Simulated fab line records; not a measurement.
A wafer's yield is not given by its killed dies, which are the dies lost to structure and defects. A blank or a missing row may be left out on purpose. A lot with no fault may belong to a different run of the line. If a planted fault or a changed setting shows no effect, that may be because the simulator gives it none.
Problem report, 8D (eight disciplines) form, completed by code || flow rit cmos || the parts of the form that need people (team, actions taken, sign-off) are left out

1. THE ISSUE
PRETRO_TW at RIT_PRETRO_TW_MEAS_10 reads a mean of 393 on 6 wafers of 2 lots; wafers without a fault read 475 with a standard deviation of 3.5. Measured from the usual mean, that is -23 standard deviations.
First observed at day 6 03:31: wafer L339.2, on film metro-04. The record has a number at this step for 42 wafers belonging to 14 lots. The rule behind "out" and "out of limits": a value lying over 4 standard deviations away from the usual mean. The other wafers with a number count as sound.

2. WHAT IT IS AND WHAT IT IS NOT
{"question": "which readings at this step", "is": "PRETRO_TW", "is not": "-"}
{"question": "which lots", "is": "L339, L344", "is not": "L323, L324, L325, L328, L330, L331, L335, L338, L340, L341, L345, L346"}
{"question": "which wafers of those lots", "is": "all that have a number", "is not": "-"}
{"question": "read on which gauges", "is": "film metro-04", "is not": "film metro-02, film metro-03"}
{"question": "when", "is": "from day 6 03:31", "is not": "up to then (24 sound wafers); but 12 sound wafers of L340, L341, L345, L346 came after"}

3. WHAT RULES OUT EACH SUSPECT
Counting: a tool stays on the suspect list if, at a process step up to the reading, it processed all lots that are out and no sound lot following the first of them.
- ruled out: the gauge at RIT_PRETRO_TW_MEAS_10. All the wafers that are out were read on film metro-04, but those of them that RIT_PRETRO_IMPLANT_08 has rows for are out there too, on other tools.
- implanter-02 at RIT_PRETRO_IMPLANT_08: kept. All lots that are out passed through it, beginning with L339 at day 6 03:12, and no sound lot followed; its final sound lot before that point was L331 at day 4 12:11. Its own dose ions cm2, faraday current uA readings are out on those wafers.
Remaining after the count: implanter-02 at RIT_PRETRO_IMPLANT_08.

4. THE CAUSE (what the simulator had put in)
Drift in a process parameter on implanter-02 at RIT_PRETRO_IMPLANT_08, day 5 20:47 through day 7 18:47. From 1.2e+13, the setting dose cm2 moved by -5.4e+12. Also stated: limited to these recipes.
This tool alone remained once counting was done.

5. SEQUENCE OF EFFECTS, ordered by route
Each row: a reading whose mean over the struck wafers that have a number lies more than 3 standard deviations from the usual. Scope: only readings with a usual standard deviation given in the record; hours: median across lots of the time from each lot's start at the first step in this table that gives one to its start at this step; sigmas: change in usual standard deviations.
{"hours": 0, "step": "RIT_PRETRO_IMPLANT_08", "reading": "dose ions cm2", "usual": 1.1999e+13, "on struck wafers": 6.5937e+12, "change": -5.4053e+12, "sigmas": "-99 or more"}
{"hours": 0, "step": "RIT_PRETRO_IMPLANT_08", "reading": "faraday current uA", "usual": 38.1, "on struck wafers": 21.1, "change": -17.0, "sigmas": -23}
{"hours": 0, "step": "RIT_PRETRO_TW_MEAS_10", "reading": "PRETRO_TW", "usual": 475, "on struck wafers": 393, "change": -82, "sigmas": -23}
Process steps it contains:
- RIT_PRETRO_IMPLANT_08
At these later measuring or inspecting steps, every struck wafer for which the step has a row has a number for every such reading, and none has moved that far: RIT_SDANNEAL_RS_MEAS_06.

6. WHAT WOULD HAVE CAUGHT IT SOONER
Counted from the fault's start at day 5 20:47, it took 7 hours until the first out-of-limits reading at a measuring or inspecting step in this record, taken at day 6 03:31.
Tool's own readings at RIT_PRETRO_IMPLANT_08, dose ions cm2, faraday current uA: out on all struck wafers the step has rows for; an alarm limit on them would have tripped on the first.
Lots out: 2; of these, L344 started RIT_PRETRO_IMPLANT_08 on implanter-02 after day 6 03:31. It would have been spared by a hold on the tool at that moment.
